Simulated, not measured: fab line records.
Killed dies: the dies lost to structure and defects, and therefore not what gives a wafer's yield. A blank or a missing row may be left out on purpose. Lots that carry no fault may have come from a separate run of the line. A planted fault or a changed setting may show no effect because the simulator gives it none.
fab line records | flow rit_cmos
record: lots: 14 | wafers: 42 | last_day: 7
route steps=202 shown SILICIDE@167
lots untouched by any fault: they come from a run of this same line in which no faults occurred
start_h: the number of hours between the record's first day and the start of the first shown wafer of the lot | wait_h: hours elapsed since this lot's preceding step | " identical to the entry in the row above | L1.1+2: a single row standing in for several wafers | - no value, or no start given | * or withheld: withheld | < > ~ a bound
route shown NAME@n: names a module that has steps shown in the file, with the first one's number in the route | usual: average and standard deviation across the fault-free wafers | same: alike in all rows | chamber/n: place in a boat | sites: readings site by site | _std_site: the standard deviation of these | _edge_site: mean of outer sites minus mean of inner sites | radius_mm: for every site, how far away it sits from the centre of the wafer | mask NAME#n: copy n | behind: the most recent tool/chamber to have shaped the wafer | hold: what put the lot on hold/how long, in hours/how the hold closed | device: whichever transistor did not switch (one of n, p or np) | end of line: tests of these same wafers at the route's end | a step with no rows: only its recipe | killed: not the wafer's yield, but the dies lost to structure and defects at the first sort | map: dies across one wafer; x = killed, . = not, _ = none there
set.NAME: the run value of the setting; set.NAME@STEP: its run value at that earlier step | model.NAME: the simulator's own value behind a step, which no gauge read
steps of the route over a sample of lots; a table a step, a row a wafer
== steps ==
step: RIT_SILICIDE_RTA_06
recipe: temp_c: 750 | time_s: 10 | idle_temp_c: 25 | ramp_up_s: 5 | ramp_down_s: 10 | cool_to_c: 25 | ambient: N2
usual: anneal_temp_c_max: 752.5/0.52 | chamber_o2_ppm: 2.001/0.021 | wafer_temp_C_max: 752.7/0.64
lot.wafer | tool          | chamber | start_h | wait_h | anneal_temp_c_max | chamber_o2_ppm | wafer_temp_C_max
L161.4    | rtp_anneal-01 | 0       | 52.80   | 0.0    | 752.5             | 1.983          | 752.4
L161.5    | "             | 0       | "       | "      | 754.4             | 1.961          | 752.0
L161.6    | "             | 0       | "       | "      | 751.9             | 1.971          | 752.4
L162.2    | rtp_anneal-02 | 0       | 55.64   | 0.0    | 752.1             | 2.005          | 753.8
L162.3    | "             | 0       | "       | "      | 752.6             | 2.007          | 752.6
L162.4    | "             | 0       | "       | "      | 752.0             | 2.012          | 751.8
L163.2    | rtp_anneal-01 | -       | 61.26   | 0.0    | -                 | -              | -
L163.3    | "             | -       | "       | "      | -                 | -              | -
L163.4    | "             | -       | "       | "      | -                 | -              | -
L164.4    | rtp_anneal-02 | -       | 67.30   | 0.0    | -                 | -              | -
L164.5    | "             | -       | "       | "      | -                 | -              | -
L164.6    | "             | -       | "       | "      | -                 | -              | -
L172.1    | rtp_anneal-02 | 0       | 106.66  | 0.0    | 752.5             | 1.984          | 753.0
L172.5    | "             | 0       | "       | "      | 752.7             | 1.992          | 754.4
L172.6    | "             | 0       | "       | "      | 753.3             | 1.978          | 753.0
L173.2    | rtp_anneal-01 | 0       | 111.80  | 0.0    | 752.3             | 2.015          | 751.4
L173.3    | "             | 0       | "       | "      | 752.8             | 1.964          | 751.6
L173.6    | "             | 0       | "       | "      | 752.3             | 1.984          | 751.9
L174.1    | rtp_anneal-02 | 0       | 116.51  | 0.0    | 751.5             | 1.960          | 752.3
L174.2    | "             | 0       | "       | "      | 752.5             | 1.988          | 753.7
L174.3    | "             | 0       | "       | "      | 751.9             | 1.982          | 752.1
L175.2    | rtp_anneal-01 | 0       | 121.18  | 0.0    | 752.2             | 2.017          | 752.6
L175.3    | "             | 0       | "       | "      | 752.6             | 2.022          | 753.5
L175.6    | "             | 0       | "       | "      | 752.1             | 2.005          | 753.3
L177.2    | rtp_anneal-01 | 0       | 132.83  | 0.0    | 752.4             | 1.998          | 751.5
L177.5    | "             | 0       | "       | "      | 752.4             | 2.009          | 751.9
L177.6    | "             | 0       | "       | "      | 753.0             | 1.989          | 752.5
L179.2    | rtp_anneal-01 | 0       | 141.24  | 0.0    | 752.8             | 2.009          | 753.0
L179.4    | "             | 0       | "       | "      | 753.1             | 2.006          | 752.6
L179.5    | "             | 0       | "       | "      | 753.1             | 2.018          | 752.1
L180.3    | rtp_anneal-02 | 0       | 149.42  | 0.0    | 752.4             | 2.012          | 752.6
L180.4    | "             | 0       | "       | "      | 751.9             | 2.001          | 752.4
L180.5    | "             | 0       | "       | "      | 752.2             | 2.010          | 752.4
L182.2    | rtp_anneal-02 | 0       | 155.83  | 0.0    | 751.9             | 2.011          | 753.3
L182.4    | "             | 0       | "       | "      | 752.0             | 1.986          | 752.5
L182.5    | "             | 0       | "       | "      | 752.1             | 1.992          | 752.5
L183.3    | rtp_anneal-01 | 0       | 161.14  | 0.0    | 752.0             | 2.018          | 752.7
L183.4    | "             | 0       | "       | "      | 752.9             | 2.028          | 753.0
L183.5    | "             | 0       | "       | "      | 752.7             | 2.002          | 752.5
L184.3    | rtp_anneal-02 | 0       | 165.04  | 0.0    | 751.8             | 2.023          | 752.4
L184.4    | "             | 0       | "       | "      | 751.5             | 2.034          | 752.7
L184.6    | "             | 0       | "       | "      | 752.2             | 1.997          | 753.6
== key ==
first_sign: step: RIT_SILICIDE_RTA_06 | reading: tool_record | direction: missing
effect none on later readings
met_at RIT_SILICIDE_RTA_06
struck_lots L163,L164
later_rows_left_out L163.2,L163.3,L163.4,L164.4,L164.5,L164.6
sort_left_out L163.2,L163.3,L163.4,L164.4,L164.5,L164.6
tester_left_out L163,L164
onset_between 55.64 61.26
fault: kind: skipped_step_whole | tool: rtp_anneal-01,rtp_anneal-02 | chamber: - | onset_h: 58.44 | steps: RIT_SILICIDE_RTA_06 | scope: struck_lots_only
tester_left_out: of these lots the tester's yield and bins aren't shown, on N5 and GAA mostly nor the transistor test; their killed dies are dies lost to structure and defects alone, not to doping, threshold or leakage, so they don't give the yield
sort_left_out: the simulated sort isn't trusted on such a fault, so these wafers' sort isn't shown, and their yield isn't known
later_rows_left_out: the simulator's readings of these wafers behind a module that went badly wrong aren't trusted and aren't shown, but for the sort
